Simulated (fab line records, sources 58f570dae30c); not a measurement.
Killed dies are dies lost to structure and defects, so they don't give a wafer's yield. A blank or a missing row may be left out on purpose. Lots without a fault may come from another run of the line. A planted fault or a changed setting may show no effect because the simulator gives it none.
Chamber matching | flow berkeley_cmos170 | UCB170_V2_CMP_02 on cmp-01: 4 sister chambers
The step polishes SiO2. 16 wafers are shown with their chamber, then 7 later ones without.

WAFERS WITH THEIR CHAMBER
wafer  | chamber | motor_current_A (A) | edge_zone_pressure_frac
L119.1 | 2       | 16.3                | 1.006
L119.2 | 0       | 16.3                | 0.996
L119.6 | 1       | 15.3                | 1.005
L118.2 | 3       | 15.1                | 0.988
L118.4 | 2       | 16.6                | 1.001
L118.5 | 3       | 15.5                | 0.996
L122.2 | 1       | 14.7                | 1.005
L122.6 | 2       | 16.5                | 1.000
L125.1 | 1       | 14.7                | 1.003
L125.5 | 3       | 15.8                | 0.998
L125.6 | 2       | 16.4                | 0.995
L129.3 | 2       | 16.7                | 1.000
L129.4 | 3       | 15.7                | 1.008
L129.6 | 3       | 15.8                | 0.999
L130.3 | 2       | 17.7                | 1.002
L130.5 | 2       | 16.8                | 0.997

SIGNATURES (means of the wafers above)
reading                 | chamber 0 | chamber 1 | chamber 2 | chamber 3 | scatter within a chamber
motor_current_A         | 16.300    | 14.900    | 16.714    | 15.580    | 0.398
edge_zone_pressure_frac | 0.99600   | 1.00433   | 1.00014   | 0.99780   | 0.00485
Rule: a wafer's distance from a chamber is the root of the sum, over the readings, of the square of ((its reading less the chamber's mean) divided by the reading's scatter). The wafer belongs to the nearest chamber; if the next one is less than 2 further off, it can't be placed. The scatter: the root of (the sum of the squares of (reading less its chamber's mean) over the shown wafers, divided by (wafers less chambers)).

WAFERS WITHOUT THEIR CHAMBER
wafer  | motor_current_A (A) | edge_zone_pressure_frac
L130.6 | 15.4                | 0.996
L131.2 | 16.3                | 0.994
L131.3 | 15.1                | 1.001
L131.6 | 16.4                | 1.005
L139.1 | 15.0                | 0.989
L139.3 | 14.9                | 0.995
L139.4 | 15.1                | 0.987

WHICH CHAMBER EACH WENT THROUGH
wafer  | from the rows above          | in truth
L130.6 | can't be placed: 3 or 1 or 0 | 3
L131.2 | can't be placed: 0 or 2 or 3 | 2
L131.3 | can't be placed: 1 or 3      | 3
L131.6 | can't be placed: 2 or 0 or 3 | 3
L139.1 | can't be placed: 3 or 1 or 0 | 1
L139.3 | can't be placed: 3 or 1 or 0 | 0
L139.4 | can't be placed: 3 or 0 or 1 | 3
Placed correctly: 0 of 7. Can't be placed from these rows: 7 (the true chamber is among the candidates in 7). Placed wrongly: 0.
